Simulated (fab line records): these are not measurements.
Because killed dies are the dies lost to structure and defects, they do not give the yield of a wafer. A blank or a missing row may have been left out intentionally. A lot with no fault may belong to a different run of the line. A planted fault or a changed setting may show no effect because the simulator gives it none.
Code-filled problem report in 8D (eight disciplines) form -- flow rit-cmos -- the parts of the form that need people (team, actions taken, sign-off) are left out

1. THE ISSUE
Wafers free of any fault read 1051 (standard deviation 4.2) for NRETRO_TW at RIT_NRETRO_TW_MEAS_10, against a mean of 1130 on 6 wafers of 2 lots. That puts it +19 standard deviations away from the usual mean.
Seen first at day 3 20:22 on film-metro-02, wafer L967.2. At this step, 42 wafers from 14 lots have a number in the record. Rule for "out" (also "out of limits"): further than 4 standard deviations from the usual mean. The other wafers with a number count as sound.

2. WHAT IT IS, AND WHAT IT ISN'T
question,is,is not
which readings at this step,NRETRO_TW,-
which lots,"L967, L968","L960, L962, L963, L964, L975, L976, L978, L979, L980, L981, L982, L983"
which wafers of those lots,all that have a number,-
read on which gauges,"film-metro-02, film-metro-03",film-metro-01
when,from day 3 20:22,"up to then (12 sound wafers); but 24 sound wafers of L975, L976, L978, L979, L980, L981, L982, L983 came after"

3. THE SUSPECTS, EACH WITH WHAT RULES IT OUT
Counting: any tool at a process step up to the reading is kept as a suspect provided that every lot that is out went through it and no sound lot did after the first of them.
- the gauge at RIT_NRETRO_TW_MEAS_10 has been ruled out. The wafers that are out were read on 2 gauges (film-metro-02, film-metro-03).
- implanter-01 at RIT_NRETRO_IMPLANT_08: ruled out as a lasting fault. Sound lots L982 ran on it after its first lot that is out, L967 (day 3 20:04).
Left after counting: nothing in the record.

4. THE CAUSE (what the simulator had put in)
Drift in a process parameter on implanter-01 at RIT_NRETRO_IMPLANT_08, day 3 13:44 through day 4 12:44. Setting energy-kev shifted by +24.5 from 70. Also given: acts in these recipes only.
Counting ruled it out, wrongly: the rule takes a fault to strike every lot that its tool runs from its start on, and this one did not.

5. SEQUENCE OF EFFECTS, ordered by route
One row per reading whose mean, taken over the struck wafers that have a number, lies over 3 standard deviations from the usual. Only readings for which the record gives a usual standard deviation are gone through. hours: the time from each lot's start at the first step in this table that gives one to its start at this step, as a median over the lots. sigmas: the change in usual standard deviations.
hours,step,reading,usual,on struck wafers,change,sigmas
0,RIT_NRETRO_IMPLANT_08,beam-energy-keV,70.000,94.495,+24.495,+99 or more
0,RIT_NRETRO_TW_MEAS_10,NRETRO_TW,1051,1130,+80,+19
Its process steps:
- RIT_NRETRO_IMPLANT_08

6. HOW IT WOULD HAVE BEEN CAUGHT EARLIER
7 hours passed between the start of the fault at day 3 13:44 and the first reading out of limits at a measuring or inspecting step in this record, taken at day 3 20:22.
The tool's own readings at RIT_NRETRO_IMPLANT_08 were out on every struck wafer that the step has a row for (beam-energy-keV): an alarm limit on them would have fired on the first of those.
